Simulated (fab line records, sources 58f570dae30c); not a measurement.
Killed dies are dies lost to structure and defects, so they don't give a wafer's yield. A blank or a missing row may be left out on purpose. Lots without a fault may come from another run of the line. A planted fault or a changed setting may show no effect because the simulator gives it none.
Problem report in the 8D (eight disciplines) form, filled by code | flow berkeley_cmos170 | the parts of the form that need people (team, actions taken, sign-off) are left out

1. THE PROBLEM
tube_center_temp_C at UCB170_M1_ANNEAL_14 reads a mean of 290 C on 6 wafers of 2 lots; wafers without a fault read 400 C with a standard deviation of 0.036. That is -99 or more standard deviations from the usual mean.
The step: time 1200 s.
First seen on wafer L362.3, day 12 00:43, on furnace-03. The record holds 42 wafers of 14 lots with a number at this step. Rule for "out", or "out of limits": more than 4 standard deviations from the usual mean. The other wafers with a number count as sound.

2. WHAT IT IS AND WHAT IT IS NOT
question                    | is                                                                                                                                                                   | is not
which readings at this step | tube_center_temp_C, spike_tc_centre_C, spike_tc_load_C, spike_tc_source_C, tube_center_temp_C_max, zone_power_centre_pct, zone_power_load_pct, zone_power_source_pct | -
which lots                  | L361, L362                                                                                                                                                           | L344, L345, L346, L347, L348, L349, L350, L351, L352, L353, L354, L359
which wafers of those lots  | all that have a number                                                                                                                                               | -
read on which tools         | furnace-03                                                                                                                                                           | -
when                        | from day 12 00:43                                                                                                                                                    | up to then (36 sound wafers)

3. SUSPECTS, AND WHAT RULES EACH OUT
Counting: a tool at a process step up to the reading stays a suspect if it ran every lot that is out and no sound lot after the first of them.
- furnace-03 at UCB170_M1_ANNEAL_14 (time 1200 s): kept. It ran every lot that is out, first L362 (day 12 00:43), and no sound lot after that; its last sound lot up to then is L359 (day 11 09:13). Its own readings are out on those wafers: spike_tc_centre_C, spike_tc_load_C, spike_tc_source_C, tube_center_temp_C, tube_center_temp_C_max, zone_power_centre_pct, zone_power_load_pct, zone_power_source_pct.
Left after counting: furnace-03 at UCB170_M1_ANNEAL_14.

4. THE CAUSE (what the simulator had put in)
Process parameter drift: furnace-03, from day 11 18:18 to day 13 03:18, at UCB170_M1_ANNEAL_14. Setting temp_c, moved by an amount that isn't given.
Counting left only this tool.

5. THE CHAIN OF EFFECTS, in route order
Each row: a reading whose mean over the struck wafers that have a number lies more than 3 standard deviations from the usual. Only readings for which the record gives a usual standard deviation are gone through. hours: the time from each lot's start at the first step in this table that gives one to its start at this step, as a median over the lots. sigmas: the change in usual standard deviations.
hours | step                | reading                | usual   | on struck wafers | change  | sigmas
0     | UCB170_M1_ANNEAL_14 | spike_tc_centre_C      | 401.4 C | 291.8            | -109.6  | -99 or more
0     | UCB170_M1_ANNEAL_14 | spike_tc_load_C        | 414.2 C | 302.8            | -111.4  | -99 or more
0     | UCB170_M1_ANNEAL_14 | spike_tc_source_C      | 413.9 C | 301.4            | -112.4  | -99 or more
0     | UCB170_M1_ANNEAL_14 | tube_center_temp_C     | 400 C   | 290              | -110    | -99 or more
0     | UCB170_M1_ANNEAL_14 | tube_center_temp_C_max | 401.06  | 291.05           | -110.01 | -99 or more
0     | UCB170_M1_ANNEAL_14 | zone_power_centre_pct  | 16.80 % | 11.85            | -4.95   | -33
0     | UCB170_M1_ANNEAL_14 | zone_power_load_pct    | 5.25 %  | 3.39             | -1.86   | -33
0     | UCB170_M1_ANNEAL_14 | zone_power_source_pct  | 6.05 %  | 3.84             | -2.21   | -35
The process steps in it:
- UCB170_M1_ANNEAL_14: time 1200 s.
Later measuring or inspecting steps at which every struck wafer that the step has a row for has a number for every such reading, and none has moved that far: UCB170_M2_RS_MEAS_02.

6. WHAT WOULD HAVE CAUGHT IT SOONER
In this record the first reading out of limits was taken at day 12 00:43, 6 hours after the fault began at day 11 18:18.
